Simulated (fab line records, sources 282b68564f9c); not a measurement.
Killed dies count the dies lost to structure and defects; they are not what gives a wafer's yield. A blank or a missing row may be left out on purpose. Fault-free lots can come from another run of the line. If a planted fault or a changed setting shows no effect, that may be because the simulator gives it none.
Lot-split experiment + flow rit cmos + 23 wafers read across 5 lots, on a route 202 steps long

== ABOUT THE SPLIT ==
At RIT_NLDD_COAT_01 (resist thk 1000 nm), the setting resist thk nm was moved away from the recipe's 1000 nm on 9 of the 23 wafers read, by -4.5% to +4.0%. For the rest of the wafers, this setting stayed at what the recipe calls for.

== FROM THE SPLIT TO THE READING: what the file shows between them, 3 steps ==
- RIT_NLDD_SOFTBAKE_02: time 60 s
- RIT_NLDD_EXPOSE_03: exposes mask M7, target cd 40700 nm
- RIT_NLDD_DEVELOP_05: develop time 50 s

== THE READING ==
NOVOLAK_of_NLDD_COAT_01.thk nm (the simulator's own value, which no gauge read), in nm, at RIT_NLDD_HARDBAKE_07 (time 60 s). The file gives no usual value for it. The 14 wafers here that ran the recipe average 881.7 nm, standard deviation 2.2 nm.

| wafer  | tool, chamber at the split | resist thk nm as run, nm | against the recipe | NOVOLAK_of_NLDD_COAT_01.thk nm, nm | against lot-mates on the recipe |
|--------|----------------------------|--------------------------|--------------------|------------------------------------|---------------------------------|
| L074.1 | litho track-02, 0          | 1040                     | +4.0%              | 915.3                              | +30.4                           |
| L074.2 | litho track-02, 0          | 1000                     | recipe             | 883.2                              | -                               |
| L074.3 | litho track-02, 0          | 1040                     | +4.0%              | 918.1                              | +33.2                           |
| L074.5 | litho track-02, 0          | 1000                     | recipe             | 883.5                              | -                               |
| L074.6 | litho track-02, 0          | 1000                     | recipe             | 888                                | -                               |
| L077.1 | litho track-01, 0          | 1018                     | +1.8%              | 899.7                              | +17.7                           |
| L077.3 | litho track-01, 0          | 1018                     | +1.8%              | 896                                | +14.0                           |
| L077.4 | litho track-01, 0          | 1000                     | recipe             | 882.6                              | -                               |
| L077.5 | litho track-01, 0          | 1000                     | recipe             | 881.4                              | -                               |
| L077.6 | litho track-01, 0          | 1018                     | +1.8%              | 898.8                              | +16.8                           |
| L078.2 | litho track-01, 0          | 1000                     | recipe             | 880                                | -                               |
| L078.3 | litho track-01, 0          | 1000                     | recipe             | 881.5                              | -                               |
| L078.4 | litho track-01, 0          | 1000                     | recipe             | 879.7                              | -                               |
| L082.1 | litho track-01, 0          | 970.2                    | -3.0%              | 855.5                              | -25.1                           |
| L082.2 | litho track-01, 0          | 1000                     | recipe             | 882.2                              | -                               |
| L082.4 | litho track-01, 0          | 1000                     | recipe             | 879.3                              | -                               |
| L082.5 | litho track-01, 0          | 970.2                    | -3.0%              | 855.3                              | -25.3                           |
| L082.6 | litho track-01, 0          | 1000                     | recipe             | 880.3                              | -                               |
| L084.1 | litho track-01, 0          | 954.6                    | -4.5%              | 841.5                              | -39.1                           |
| L084.2 | litho track-01, 0          | 1000                     | recipe             | 880.6                              | -                               |
| L084.3 | litho track-01, 0          | 954.6                    | -4.5%              | 840.4                              | -40.2                           |
| L084.4 | litho track-01, 0          | 1000                     | recipe             | 879.4                              | -                               |
| L084.5 | litho track-01, 0          | 1000                     | recipe             | 881.7                              | -                               |

THE FIT
A straight line over all 23 wafers: NOVOLAK_of_NLDD_COAT_01.thk nm changes by +8.89 nm for each +1% of resist thk nm; r = +0.99; the points scatter about the line by 2 nm.
The same after taking each lot's own level away (the mean of its wafers on the recipe; 23 wafers): +8.45 nm for each +1%; r = +1.00; scatter 1.5 nm.
The reading moves by 38 nm for the largest change in resist thk nm, on that fit.
The span of the lots' own levels, 880.40 to 884.90 nm, comes to 2.0 times the standard deviation stated above.
The two slopes agree, so the slope changes little with the lot-to-lot level.
Check: for one of the wafers moved furthest among these (-4.5%), held out of the fit, the line's prediction against its lot-mates is -38.4 nm. Against them it came out at -39.1 nm.

== THESE WAFERS: OTHER SPLITS ==
These wafers also went through other splits before the reading. Each is held against what the fit with the lots' levels taken away leaves over:
| other split on the same wafers       | wafers away from the commonest value | r with NOVOLAK_of_NLDD_COAT_01.thk nm (lot level and that fit taken away) |
|--------------------------------------|--------------------------------------|---------------------------------------------------------------------------|
| RIT_ACTIVE_CVD_03 temp c             | 10                                   | -0.12                                                                     |
| RIT_ACTIVE_DEVELOP_10 develop time s | 4                                    | -0.06                                                                     |
| RIT_NWELL_IMPLANT_08 dose cm2        | 10                                   | +0.04                                                                     |
| RIT_PWELL_IMPLANT_08 dose cm2        | 7                                    | +0.04                                                                     |
| RIT_PRETRO_IMPLANT_08 energy kev     | 11                                   | +0.17                                                                     |

== THE WHOLE CHAIN: every reading that the file lists as answering this split, in the file's order ==
| step                 | what it does       | reading                                                                         | change (the file's fit)              | r (the file's) |
|----------------------|--------------------|---------------------------------------------------------------------------------|--------------------------------------|----------------|
| RIT_NLDD_COAT_01     | resist thk 1000 nm | NOVOLAK_of_NLDD_COAT_01.thk nm (the simulator's own value, which no gauge read) | +9.63 nm for each +1% of the setting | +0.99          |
| RIT_NLDD_HARDBAKE_07 | time 60 s          | NOVOLAK_of_NLDD_COAT_01.thk nm (the simulator's own value, which no gauge read) | +8.44 nm for each +1% of the setting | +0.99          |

== THE FILE'S OWN FIT ==
NOVOLAK_of_NLDD_COAT_01.thk nm changes by +8.44 nm for each +1% of resist thk nm, r = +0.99.
